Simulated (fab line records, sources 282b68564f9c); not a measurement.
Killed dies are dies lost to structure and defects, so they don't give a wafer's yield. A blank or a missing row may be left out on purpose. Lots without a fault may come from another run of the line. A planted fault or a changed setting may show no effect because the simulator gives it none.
Tool commonality check | flow rit_cmos | 15 lots, 45 wafers sampled

WHY IT WAS OPENED
At RIT_NWELL_OVL_MEAS_06 the reading NWELL_OVL is flagged on 3 of 15 lots. Wafers without a fault read -0.5 nm, standard deviation 1.5.
Rule: a lot is flagged when every wafer of it that has a number lies more than 4 standard deviations from that mean, or none has a number. The other lots count as sound.

lot  | measured    | on         | NWELL_OVL (nm), wafer by wafer | flag
L679 | day 1 20:34 | overlay-01 | -1.8 -1.6 0.2                  |
L680 | day 2 01:19 | overlay-02 | 2.8 2.5 3.6                    |
L681 | day 2 08:13 | overlay-02 | -1.1 -0.9 -0.7                 |
L682 | day 2 12:49 | overlay-01 | 0.3 -0.1 0.8                   |
L683 | day 2 17:55 | overlay-02 | 0.2 -0.5 0.4                   |
L684 | day 2 21:49 | overlay-01 | -0.3 0.4 -0.2                  |
L686 | day 3 08:20 | overlay-02 | -3.9 -4.6 -4.2                 |
L688 | day 3 18:05 | overlay-02 | 1.2 0.1 1.6                    |
L689 | day 3 22:24 | overlay-02 | -0.2 -1.0 -1.6                 |
L692 | day 4 15:02 | overlay-01 | -1.0 -0.8 -1.3                 |
L695 | day 5 05:58 | overlay-02 | -0.1 1.0 0.0                   |
L696 | day 5 09:23 | overlay-01 | -299.0 -300.3 -300.9           | FLAGGED
L697 | day 5 14:54 | overlay-02 | -299.5 -299.0 -301.0           | FLAGGED
L698 | day 5 20:18 | overlay-01 | -303.3 -300.5 -301.3           | FLAGGED
L702 | day 6 16:28 | overlay-01 | -3.9 -1.1 -1.1                 |
The numbers of the flagged lots are -300.5 nm on average: -300.0 nm against the usual, or -99 or more standard deviations.

WHICH TOOL RAN EACH LOT
The record holds 1 process step before the reading, out of a route of 202 steps. In each cell: the tool, then ch and the chambers that the sampled wafers went through, then the start.
lot  | flag    | RIT_NWELL_EXPOSE_03
L679 |         | iline_stepper-02 ch 0, day 1 20:10
L680 |         | iline_stepper-01 ch 0, day 2 00:53
L681 |         | iline_stepper-01 ch 0, day 2 07:47
L682 |         | iline_stepper-01 ch 0, day 2 12:23
L683 |         | iline_stepper-01 ch 0, day 2 17:30
L684 |         | iline_stepper-02 ch 0, day 2 21:23
L686 |         | iline_stepper-02 ch 0, day 3 07:55
L688 |         | iline_stepper-02 ch 0, day 3 17:40
L689 |         | iline_stepper-02 ch 0, day 3 21:58
L692 |         | iline_stepper-01 ch 0, day 4 14:38
L695 |         | iline_stepper-02 ch 0, day 5 05:32
L696 | FLAGGED | iline_stepper-01 ch 0, day 5 08:56
L697 | FLAGGED | iline_stepper-01 ch 0, day 5 14:29
L698 | FLAGGED | iline_stepper-01 ch 0, day 5 19:52
L702 |         | iline_stepper-02 ch 0, day 6 16:05
What these steps do:
- RIT_NWELL_EXPOSE_03: exposes mask M2, target cd 43900 nm.
- RIT_NWELL_OVL_MEAS_06

FLAGGED OVER TOTAL, TOOL BY TOOL (the gauges that took the reading come last)
step                  | tool             | lots run | flagged | share of the flagged lots | sound lots run after its first flagged lot
RIT_NWELL_EXPOSE_03   | iline_stepper-01 | 8        | 3       | all                       | 0
RIT_NWELL_EXPOSE_03   | iline_stepper-02 | 7        | 0       | none                      | -
RIT_NWELL_OVL_MEAS_06 | overlay-01       | 7        | 2       | some                      | 1 (L702)
RIT_NWELL_OVL_MEAS_06 | overlay-02       | 8        | 1       | some                      | 0

WHAT THE TABLE ALLOWS
1 row of the table ran every flagged lot: iline_stepper-01 at RIT_NWELL_EXPOSE_03.
- iline_stepper-01 at RIT_NWELL_EXPOSE_03: 3 of its 8 lots flagged. Its last sound lot is L692 (day 4 14:38), its first flagged lot L696 (day 5 08:56): a fault that began between those two fits.
One tool is left: iline_stepper-01 at RIT_NWELL_EXPOSE_03.

WHAT THE SIMULATOR HAD PUT IN
Scanner matching overlay: iline_stepper-01, from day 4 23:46 on, at RIT_NWELL_EXPOSE_03. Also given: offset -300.
Lots struck among those shown: L696, L697, L698. The rule above found the same.
